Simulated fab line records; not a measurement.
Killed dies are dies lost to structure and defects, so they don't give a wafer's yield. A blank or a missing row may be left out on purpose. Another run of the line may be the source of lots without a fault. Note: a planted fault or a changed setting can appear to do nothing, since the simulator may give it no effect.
Comparing a struck lot with a sound one ; flow rit cmos ; 18 out of 202 route steps
Sound: the wafers L235.3, L235.4, L235.5. Struck: wafers L239.3, L239.4, L239.5. The cause is named last.
For every step that has rows: the tool of each side, followed by ch and its chambers, followed by its first start. Under that, the readings that differ: sound wafers ; struck wafers ; difference of the means ; sigmas: that difference in standard deviations of wafers without a fault.
alike: readings whose means differ by less than 2 such deviations, and words and numbers that are the same on both sides. not compared: withheld readings, readings that some wafer has no value for, bounds like >300 that may hide the same value, and numbers for which the record gives no deviation and whose values overlap.
A row with sigmas, a row that says differs or no value, or rows on one side alone: a step with any of these is where the two part. Numbers that don't overlap but have no deviation are shown without sigmas and don't part them. A reading missing from all wafers of one side parts the sides only when that side holds two or more wafers.

first, 1 step without rows for these wafers: RIT_PWELL_DEVELOP_05 (develop time 68 s).
RIT_PWELL_OVL_MEAS_06:
  struck on overlay-02, day 5 04:16; sound on overlay-02, day 4 06:50
  alike: PWELL_OVL
then, 2 steps without rows for these wafers: RIT_PWELL_HARDBAKE_07 (time 120 s); RIT_PWELL_IMPLANT_08.
RIT_PWELL_STRIP_09: strips in O2, time 180 s.
  sound on plasma asher-02 ch 0,1, day 4 07:19; struck on plasma asher-04 ch 0,1, day 5 04:51
  alike: drypump motor current A
  not compared: rf hours counter h
RIT_PWELL_TW_MEAS_10:
  struck on film metro-02, day 5 04:59; sound on film metro-01, day 4 07:27
reading;sound;struck;difference;sigmas
PWELL_TW;967 962 967;953 953 956;-11;-2
then, 1 step without rows for these wafers: RIT_WELLDRIVE_ANNEAL_00 (time 14700 s).
RIT_WELLDRIVE_RS_MEAS_01: measures by four-point-probe.
  struck on film metro-04, day 5 10:09; sound on film metro-04, day 4 12:44
  alike: NWELL_RS
RIT_WELLDRIVE_RS_MEAS_02: measures by four-point-probe.
  struck on film metro-04, day 5 10:16; sound on film metro-04, day 4 12:51
  alike: PWELL_RS
then, 3 steps without rows for these wafers: RIT_NRETRO_HMDS_00 (prime time 60 s); RIT_NRETRO_COAT_01 (resist thk 1300 nm); RIT_NRETRO_SOFTBAKE_02 (time 60 s).
RIT_NRETRO_EXPOSE_03: exposes mask M4, target cd 43900 nm.
  sound on iline stepper-01 ch 0, day 4 13:32; struck on iline stepper-01 ch 0, day 5 10:50
reading;sound;struck;difference;sigmas
model.NRETRO.overlay x nm (nm);0.3306 0.3306 0.3306;1.145e+04 1.145e+04 1.145e+04;+1.145e+04;
  alike: mask, exposure dose mJ cm2
then, 2 steps without rows for these wafers: RIT_NRETRO_PEB_04; RIT_NRETRO_DEVELOP_05 (develop time 68 s).
RIT_NRETRO_OVL_MEAS_06:
  struck on overlay-01, day 5 11:14; sound on overlay-02, day 4 13:56
reading;sound;struck;difference;sigmas
NRETRO_OVL (nm);-2.0 -1.0 -1.3;- - -;no value on the struck wafers;
then, 1 step without rows for these wafers: RIT_NRETRO_HARDBAKE_07 (time 120 s).
RIT_M1_PROBE_99:
  struck on prober-01, day 6 18:11; sound on prober-02, day 5 21:30
reading;sound;struck;difference;sigmas
killed at front end;5 8 4;264 263 264;+258;+96
killed dies;5 8 4;264 264 264;+258;+96
killed on rim;3 2 1;70 70 70;+68;+49
model.etest.pmos_0p3.r on ohm um;6375 6327 6137;5050 5126 5142;-1174;
model.etest.pmos turned.r on ohm um;3427 3436 3260;2656 2703 2722;-681;
model.etest.pmos_0p15.r on ohm um;2764 2767 2615;2240 2284 2309;-438;
model.etest.nmos_0p3.r on ohm um;2164 2155 2137;1892 1905 1935;-241;
model.etest.nmos turned.drive ua um;322.9 319 330.7;458.3 445.6 446.2;+125.8;
model.etest.nmos_0p15.drive ua um;467.7 468.8 481.4;578.7 565.9 561.1;+95.9;
model.etest.nmos_0p15.r on ohm um;1130 1113 1103;1030 1044 1056;-72;
model.etest.pmos_0p15.drive ua um;259.8 255.2 270.3;361.6 350.1 347.9;+91.4;
  alike: killed at contacts, killed open, killed short

## WHERE THEY PART
Last at RIT_M1_PROBE_99 as far as this record goes, first at RIT_PWELL_TW_MEAS_10.

WHY: what the simulator had put in
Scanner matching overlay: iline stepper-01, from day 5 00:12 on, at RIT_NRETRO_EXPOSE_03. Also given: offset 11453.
